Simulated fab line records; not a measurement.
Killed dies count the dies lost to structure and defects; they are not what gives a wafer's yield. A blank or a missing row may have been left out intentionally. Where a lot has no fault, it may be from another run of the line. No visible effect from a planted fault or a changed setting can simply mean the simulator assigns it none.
Split-lot trial / flow berkeley_cmos170 / 5 lots, 23 wafers read, on a route of 331 steps

THE SPLIT ITSELF
At UCB170_M3_SPUTTER_01 (material Al, target thk 900 nm, time 120 s), the setting time_s was moved away from the recipe's 120 s on 8 of the 23 wafers read, by -12.9% to +5.2%. The other wafers ran this setting at the recipe's value.

FROM SPLIT TO READING: 1 step shown by the file between the two
- UCB170_M3_RS_MEAS_02: measures by four-point-probe

THE READING
M3_AL_THK, in nm, at UCB170_M3_THK_MEAS_03 (measures by xrf). A value of 898 nm with a standard deviation of 12 nm is what fault-free wafers of this fab line usually give.

wafer=L074.1; tool, chamber at the split=pvd_sputter-04, -; time_s as run, s=120; against the recipe=recipe; M3_AL_THK, nm=883; against lot-mates on the recipe=-
wafer=L074.2; tool, chamber at the split=pvd_sputter-04, -; time_s as run, s=104.5; against the recipe=-12.9%; M3_AL_THK, nm=789; against lot-mates on the recipe=-91
wafer=L074.4; tool, chamber at the split=pvd_sputter-04, -; time_s as run, s=104.5; against the recipe=-12.9%; M3_AL_THK, nm=764; against lot-mates on the recipe=-116
wafer=L074.5; tool, chamber at the split=pvd_sputter-04, -; time_s as run, s=120; against the recipe=recipe; M3_AL_THK, nm=879; against lot-mates on the recipe=-
wafer=L074.6; tool, chamber at the split=pvd_sputter-04, -; time_s as run, s=120; against the recipe=recipe; M3_AL_THK, nm=879; against lot-mates on the recipe=-
wafer=L075.1; tool, chamber at the split=pvd_sputter-02, -; time_s as run, s=120; against the recipe=recipe; M3_AL_THK, nm=899; against lot-mates on the recipe=-
wafer=L075.3; tool, chamber at the split=pvd_sputter-02, -; time_s as run, s=120; against the recipe=recipe; M3_AL_THK, nm=897; against lot-mates on the recipe=-
wafer=L075.6; tool, chamber at the split=pvd_sputter-02, -; time_s as run, s=120; against the recipe=recipe; M3_AL_THK, nm=910; against lot-mates on the recipe=-
wafer=L078.1; tool, chamber at the split=pvd_sputter-01, -; time_s as run, s=120; against the recipe=recipe; M3_AL_THK, nm=892; against lot-mates on the recipe=-
wafer=L078.3; tool, chamber at the split=pvd_sputter-01, -; time_s as run, s=124.6; against the recipe=+3.8%; M3_AL_THK, nm=921; against lot-mates on the recipe=+25
wafer=L078.4; tool, chamber at the split=pvd_sputter-01, -; time_s as run, s=124.6; against the recipe=+3.8%; M3_AL_THK, nm=930; against lot-mates on the recipe=+34
wafer=L078.5; tool, chamber at the split=pvd_sputter-01, -; time_s as run, s=124.6; against the recipe=+3.8%; M3_AL_THK, nm=930; against lot-mates on the recipe=+34
wafer=L078.6; tool, chamber at the split=pvd_sputter-01, -; time_s as run, s=120; against the recipe=recipe; M3_AL_THK, nm=900; against lot-mates on the recipe=-
wafer=L079.1; tool, chamber at the split=pvd_sputter-04, -; time_s as run, s=120; against the recipe=recipe; M3_AL_THK, nm=876; against lot-mates on the recipe=-
wafer=L079.2; tool, chamber at the split=pvd_sputter-04, -; time_s as run, s=126.3; against the recipe=+5.2%; M3_AL_THK, nm=930; against lot-mates on the recipe=+54
wafer=L079.4; tool, chamber at the split=pvd_sputter-04, -; time_s as run, s=120; against the recipe=recipe; M3_AL_THK, nm=877; against lot-mates on the recipe=-
wafer=L079.5; tool, chamber at the split=pvd_sputter-04, -; time_s as run, s=126.3; against the recipe=+5.2%; M3_AL_THK, nm=924; against lot-mates on the recipe=+48
wafer=L079.6; tool, chamber at the split=pvd_sputter-04, -; time_s as run, s=126.3; against the recipe=+5.2%; M3_AL_THK, nm=931; against lot-mates on the recipe=+54
wafer=L081.2; tool, chamber at the split=pvd_sputter-04, -; time_s as run, s=120; against the recipe=recipe; M3_AL_THK, nm=912; against lot-mates on the recipe=-
wafer=L081.3; tool, chamber at the split=pvd_sputter-04, -; time_s as run, s=120; against the recipe=recipe; M3_AL_THK, nm=894; against lot-mates on the recipe=-
wafer=L081.4; tool, chamber at the split=pvd_sputter-04, -; time_s as run, s=120; against the recipe=recipe; M3_AL_THK, nm=890; against lot-mates on the recipe=-
wafer=L081.5; tool, chamber at the split=pvd_sputter-04, -; time_s as run, s=120; against the recipe=recipe; M3_AL_THK, nm=909; against lot-mates on the recipe=-
wafer=L081.6; tool, chamber at the split=pvd_sputter-04, -; time_s as run, s=120; against the recipe=recipe; M3_AL_THK, nm=895; against lot-mates on the recipe=-

THE FIT
A straight line over all 23 wafers: M3_AL_THK changes by +8.6 nm for each +1% of time_s; r = +0.96; the points scatter about the line by 11 nm.
The same after taking each lot's own level away (the mean of its wafers on the recipe; 23 wafers): +8.37 nm for each +1%; r = +0.98; scatter 7.3 nm.
That fit puts the effect of the largest move of time_s on the reading at 1.1e+02 nm.
The span of the lots' own levels, 876.5 to 902.0 nm, comes to 2.1 times the standard deviation stated above.
The two slopes agree, so the slope changes little with the lot-to-lot level.
Check: for one of the wafers moved furthest among these (-12.9%), held out of the fit, the line's prediction against its lot-mates is -118 nm. Against them it came out at -91.3 nm.

THESE WAFERS: OTHER SPLITS
Other splits were also applied to these wafers ahead of the reading. Each is held against what the fit with the lots' levels taken away leaves over:
other split on the same wafers=UCB170_M1_PEB_07 peb_temp_c; wafers away from the commonest value=8; r with M3_AL_THK (lot level and that fit taken away)=-0.04
other split on the same wafers=UCB170_V1_PEB_10 peb_temp_c; wafers away from the commonest value=11; r with M3_AL_THK (lot level and that fit taken away)=-0.33
other split on the same wafers=UCB170_V1_ETCH_14 over_etch_frac; wafers away from the commonest value=9; r with M3_AL_THK (lot level and that fit taken away)=+0.23
other split on the same wafers=UCB170_M2_COAT_05 resist_thk_nm; wafers away from the commonest value=8; r with M3_AL_THK (lot level and that fit taken away)=+0.26
other split on the same wafers=UCB170_V2_COAT_07 spin_rpm; wafers away from the commonest value=9; r with M3_AL_THK (lot level and that fit taken away)=-0.19

THE WHOLE CHAIN: every reading that the file lists as answering this split, in the file's order
step=UCB170_M3_SPUTTER_01; what it does=material Al, target thk 900 nm, time 120 s; reading=Al_of_M3_SPUTTER_01.thk_nm (the simulator's own value, which no gauge read); change (the file's fit)=+8.12 nm for each +1% of the setting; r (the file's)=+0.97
step=UCB170_M3_RS_MEAS_02; what it does=measures by four-point-probe; reading=M3_AL_RS; change (the file's fit)=-0.000338 for each +1% of the setting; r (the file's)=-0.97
step=UCB170_M3_THK_MEAS_03; what it does=measures by xrf; reading=M3_AL_THK; change (the file's fit)=+8.26 for each +1% of the setting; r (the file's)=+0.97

THE FILE'S OWN FIT
M3_AL_THK changes by +8.26 nm for each +1% of time_s, r = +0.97.
